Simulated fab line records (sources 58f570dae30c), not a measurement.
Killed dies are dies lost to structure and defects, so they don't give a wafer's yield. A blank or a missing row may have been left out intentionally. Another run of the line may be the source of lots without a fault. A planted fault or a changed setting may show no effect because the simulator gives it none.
Which tool was responsible? -- flow berkeley cmos170 -- 42 wafers from 14 lots sampled at 5 of the route's 331 steps

WHAT EACH GAUGE READ, for each wafer
UCB170_PVT_TW_MEAS_09.
lot,measured,on,PVT_TW
L163,day 6 03:36,film metro-03,511 509 510
L164,day 7 11:07,film metro-01,504 504 507
L167,day 7 11:33,film metro-01,505 504 506
L166,day 7 11:50,film metro-02,502 501 501
L170,day 7 21:29,film metro-01,506 504 504
L171,day 8 04:35,film metro-03,511 508 509
L173,day 8 13:55,film metro-01,508 508 506
L176,day 9 00:14,film metro-02,493 495 494
L177,day 9 18:51,film metro-02,495 497 494
L178,day 9 18:59,film metro-03,511 510 509
L179,day 10 03:37,film metro-01,505 502 507
L180,day 10 03:37,film metro-03,506 505 503
L184,day 11 17:39,film metro-02,494 494 498
L186,day 12 04:28,film metro-03,510 509 509

UCB170_GATE_CD_MEAS_12: target cd 350 nm.
lot,measured,on,cd nm (nm)
L163,day 6 21:17,cd sem-01,350.6 350.7 350.1
L164,day 8 05:48,cd sem-02,348.4 349.5 348.1
L167,day 8 05:14,cd sem-02,349.5 349.3 349.4
L166,day 8 05:30,cd sem-01,348.9 348.0 348.3
L170,day 8 11:46,cd sem-01,350.5 350.9 351.2
L171,day 8 19:08,cd sem-01,350.6 350.0 349.0
L173,day 9 04:43,cd sem-02,350.2 350.5 350.2
L176,day 9 14:40,cd sem-02,348.5 349.6 349.0
L177,day 10 09:18,cd sem-01,352.1 353.8 353.9
L178,day 10 09:26,cd sem-02,348.8 347.5 348.5
L179,day 10 22:06,cd sem-01,352.0 349.9 351.2
L180,day 10 22:27,cd sem-02,350.4 351.0 351.7
L184,day 12 11:00,cd sem-02,350.9 350.9 350.6
L186,day 13 02:22,cd sem-01,348.2 348.6 348.2

UCB170_NLDD_CD_MEAS_06: target cd 1200 nm.
lot,measured,on,cd nm (nm)
L163,day 7 02:26,cd sem-02,1199.5 1200.1 1198.7
L164,day 8 10:20,cd sem-02,1202.5 1202.9 1201.4
L167,day 8 08:56,cd sem-02,1200.9 1201.6 1199.6
L166,day 8 09:42,cd sem-02,1198.3 1198.1 1196.6
L170,day 8 15:26,cd sem-01,1200.0 1201.0 1200.3
L171,day 9 00:01,cd sem-02,1201.0 1201.7 1201.8
L173,day 9 08:26,cd sem-02,1198.8 1200.8 1200.3
L176,day 9 19:44,cd sem-02,1199.6 1199.6 1200.1
L177,day 10 12:34,cd sem-02,1200.2 1201.7 1201.9
L178,day 10 13:04,cd sem-02,1201.1 1200.1 1201.4
L179,day 11 06:43,cd sem-02,1201.5 1202.1 1201.0
L180,day 11 07:35,cd sem-02,1198.7 1198.8 1199.4
L184,day 12 14:23,cd sem-02,1200.6 1200.6 1201.4
L186,day 13 10:21,cd sem-02,1200.9 1199.6 1200.3

UCB170_SDANNEAL_RS_MEAS_05: the measuring method here is four-point-probe.
lot,measured,on,NLDD_RS (ohm/sq)
L163,day 7 15:23,film metro-03,616.8 616.8 616.5
L164,day 8 23:03,film metro-03,615.3 612.9 614.4
L167,day 8 22:35,film metro-02,617.2 617.4 619.1
L166,day 8 22:52,film metro-04,615.1 617.0 615.5
L170,day 9 03:02,film metro-02,617.9 616.7 617.8
L171,day 9 11:23,film metro-03,616.4 617.8 617.3
L173,day 9 21:37,film metro-02,615.6 615.4 614.4
L176,day 10 09:54,film metro-02,613.5 616.3 615.9
L177,day 11 06:17,film metro-04,603.1 603.1 601.6
L178,day 11 06:32,film metro-02,617.9 617.5 618.5
L179,day 12 03:16,film metro-03,599.1 600.0 601.5
L180,day 12 03:13,film metro-02,613.4 616.0 614.3
L184,day 13 10:05,film metro-03,619.4 619.1 618.6
L186,day 14 04:08,film metro-03,615.8 618.5 618.6

TOOL THAT RAN EACH LOT (tool first, then ch and the chambers of the sampled wafers, then the start)
lot,UCB170_NLDD_IMPLANT_09
L163,"implanter-02 ch 0, day 7 02:45"
L164,"implanter-04 ch 0, day 8 10:38"
L167,"implanter-02 ch 0, day 8 09:15"
L166,"implanter-04 ch 0, day 8 10:01"
L170,"implanter-02 ch 0, day 8 15:45"
L171,"implanter-04 ch 0, day 9 00:20"
L173,"implanter-04 ch 0, day 9 08:44"
L176,"implanter-02 ch 0, day 9 20:03"
L177,"implanter-04 ch 0, day 10 12:53"
L178,"implanter-01 ch 0, day 10 13:22"
L179,"implanter-04 ch 0, day 11 07:02"
L180,"implanter-01 ch 0, day 11 07:53"
L184,"implanter-01 ch 0, day 12 14:42"
L186,"implanter-01 ch 0, day 13 10:40"
- UCB170_NLDD_IMPLANT_09

WHAT THE TOOLS THEMSELVES READ (means of the sampled wafers that have a number; where no wafer has one, the mark that the record gives instead)
UCB170_NLDD_IMPLANT_09.
lot,tool,dose ions cm2,faraday current uA
L163,implanter-02,5e+13,156
L164,implanter-04,5e+13,157
L167,implanter-02,5e+13,160
L166,implanter-04,5e+13,159
L170,implanter-02,5e+13,161
L171,implanter-04,5e+13,158
L173,implanter-04,5e+13,157
L176,implanter-02,5e+13,158
L177,implanter-04,5e+13,168
L178,implanter-01,5e+13,157
L179,implanter-04,5e+13,173
L180,implanter-01,5e+13,157
L184,implanter-01,5e+13,159
L186,implanter-01,5e+13,160

THE ANSWER, worked out from the rows above alone
Rule: the usual values come from the lots themselves. The widest of any qualifying gaps counts: lots, ordered by their means at a reading, are off when they make up no more than a third of the lots, leave a main group of 4 or more, and stand apart from it by 3 or more times the standard deviation of that group's means. If all means in a main group match to the digits the tables above print for the reading, that group is not used. Also off: a lot with no number at a reading for which 4 or more lots have one. Any other lot the step has rows for is counted as sound. The gauges are gone through in route order, then the tools' own readings, and for those a lot's mean is taken as printed above. At the first step where some lot is off, the reading lying furthest off is the one used; lots without a number count as furthest.
Off: L177, L179, seen at UCB170_SDANNEAL_RS_MEAS_05 (NLDD_RS). The main group: mean 616.6 ohm/sq, standard deviation 1.5.
If a tool, at a process step before that reading, ran all the lots that are off and no sound lot after the first of them, it fits. The gauges at UCB170_SDANNEAL_RS_MEAS_05 aren't tried: what is off there is off at UCB170_NLDD_IMPLANT_09 too, on other tools, and a gauge's error can't cause that. One fits: implanter-04 at UCB170_NLDD_IMPLANT_09. Its last sound lot is L173 (day 9 08:44), its first lot that is off L177 (day 10 12:53): a fault that began between those two fits.
On the lots that are off, the tool's own readings at UCB170_NLDD_IMPLANT_09 differ by more than 5 times the standard deviation of the sound lots' means, which bears it out; faraday current uA reads 170 there versus 158 on the sound lots.

WHAT WAS PUT IN BY THE SIMULATOR
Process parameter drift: implanter-04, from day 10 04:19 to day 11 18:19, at UCB170_NLDD_IMPLANT_09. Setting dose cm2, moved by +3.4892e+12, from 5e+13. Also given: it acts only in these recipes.
Struck lots among those shown: L177, L179. The rule above reached the same finding.
